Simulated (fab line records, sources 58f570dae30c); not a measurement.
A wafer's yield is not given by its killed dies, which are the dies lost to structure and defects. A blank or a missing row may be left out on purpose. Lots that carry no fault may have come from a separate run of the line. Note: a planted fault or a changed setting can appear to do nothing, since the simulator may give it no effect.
One fault through the eyes of 2 desks -- flow berkeley_cmos170 -- every desk sees just its own numbers, and what lay behind them comes last

== FROM THE METROLOGY DESK ==
What the gauges read, lot by lot, whatever tool the lot ran on: means of the sampled wafers that have a number. If a lot's mean is further than 4 standard deviations from the usual mean, the lot is out of limits and carries the mark OUT (the distance appears in the brackets).
Columns: A = START_OXIDE_THK at UCB170_START_THK_MEAS_03, usual 20.0 nm; B = PLDD_TW at UCB170_PLDD_TW_MEAS_11, usual 1000; C = cd_nm at UCB170_NSD_CD_MEAS_06, usual 1199.7 nm; D = PLDD_RS at UCB170_SDANNEAL_RS_MEAS_04, usual 1032.4 ohm/sq; E = SILICIDE_TI_RS at UCB170_SILICIDE_RS_MEAS_02, usual 26.1 ohm/sq
lot,first seen here,A,B,C,D,E
L471,day 1 14:06,19.6,1006,1198.9,1032.9,26.5
L472,day 1 20:03,20.0,996,1199.3,1032.2,26.0
L473,day 2 02:19,19.6,1001,1200.6,1031.3,25.7
L475,day 2 13:37,19.9,1001,1201.9,1033.5,26.5
L477,day 2 22:56,20.2,1003,1201.3,1031.6,26.3
L481,day 3 18:46,20.7,982 (-4.0) OUT,1200.6,1079.2 (+21) OUT,26.1
L483,day 3 23:56,19.6,1000,1199.2,1033.0,25.8
L484,day 4 09:35,20.5,989,1196.0,1072.3 (+18) OUT,26.2
L485,day 4 13:04,20.0,1003,1199.0,1032.2,26.4
L488,day 5 00:53,20.4,1003,1197.9,1032.7,25.8
L487,day 5 00:54,20.5,995,1200.5,1029.8,26.5
L490,day 5 11:04,19.6,1001,1198.1,1035.1,26.1
L493,day 6 06:50,19.8,997,1199.3,1034.0,26.2
L494,day 6 06:50,20.0,1002,1200.2,1031.5,26.4
Finding of this desk: L481, L484 out of limits, first seen on L481 at day 9 05:26 (PLDD_TW at UCB170_PLDD_TW_MEAS_11). L471, L472, L473, L475, L477, L483, L485, L488, L487, L490, L493, L494: within limits.

== DESK OF THE TOOL OWNER: implanter-04 ==
UCB170_PLDD_IMPLANT_08, tool's own readings: per-lot mean of the sampled wafers with a number, covering each lot this tool ran. If a lot's mean is further than 4 standard deviations from the usual mean, the lot is out of limits and carries the mark OUT (the distance appears in the brackets).
Columns: A = beam_on_s at UCB170_PLDD_IMPLANT_08, usual 9.99 s; B = dose_ions_cm2 at UCB170_PLDD_IMPLANT_08, usual 5.001e+13; C = faraday_current_uA at UCB170_PLDD_IMPLANT_08, usual 159
lot,first seen here,A,B,C
L472,day 7 21:26,9.87,4.999e+13,160
L473,day 8 12:35,10.16,5.003e+13,156
L481,day 9 05:02,9.83,4.506e+13 (-88) OUT,145 (-4.1) OUT
L484,day 10 06:58,10.15,4.496e+13 (-90) OUT,141 (-5.2) OUT
L493,day 13 09:55,9.81,4.996e+13,161
Finding of this desk: L481, L484 out of limits; the first was L481 at day 9 05:02, on dose_ions_cm2 at UCB170_PLDD_IMPLANT_08. L472, L473, L493: within limits.

== TAKEN TOGETHER ==
An alarm could have come from the tool owner's desk at day 9 05:02, on L481, L484.
On L481, L484, the metrology desk was in a position to raise an alarm at day 9 05:26.
The lots listed all ran UCB170_PLDD_IMPLANT_08 on implanter-04.

== WHAT THE SIMULATOR PUT IN ==
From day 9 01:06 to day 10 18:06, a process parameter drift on implanter-04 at UCB170_PLDD_IMPLANT_08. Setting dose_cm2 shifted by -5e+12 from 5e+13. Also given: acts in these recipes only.
Struck lots among those shown: L481, L484.
Time in hours from fault onset to the first out-of-limits reading at each desk: tool owner's desk 4, metrology desk 4.
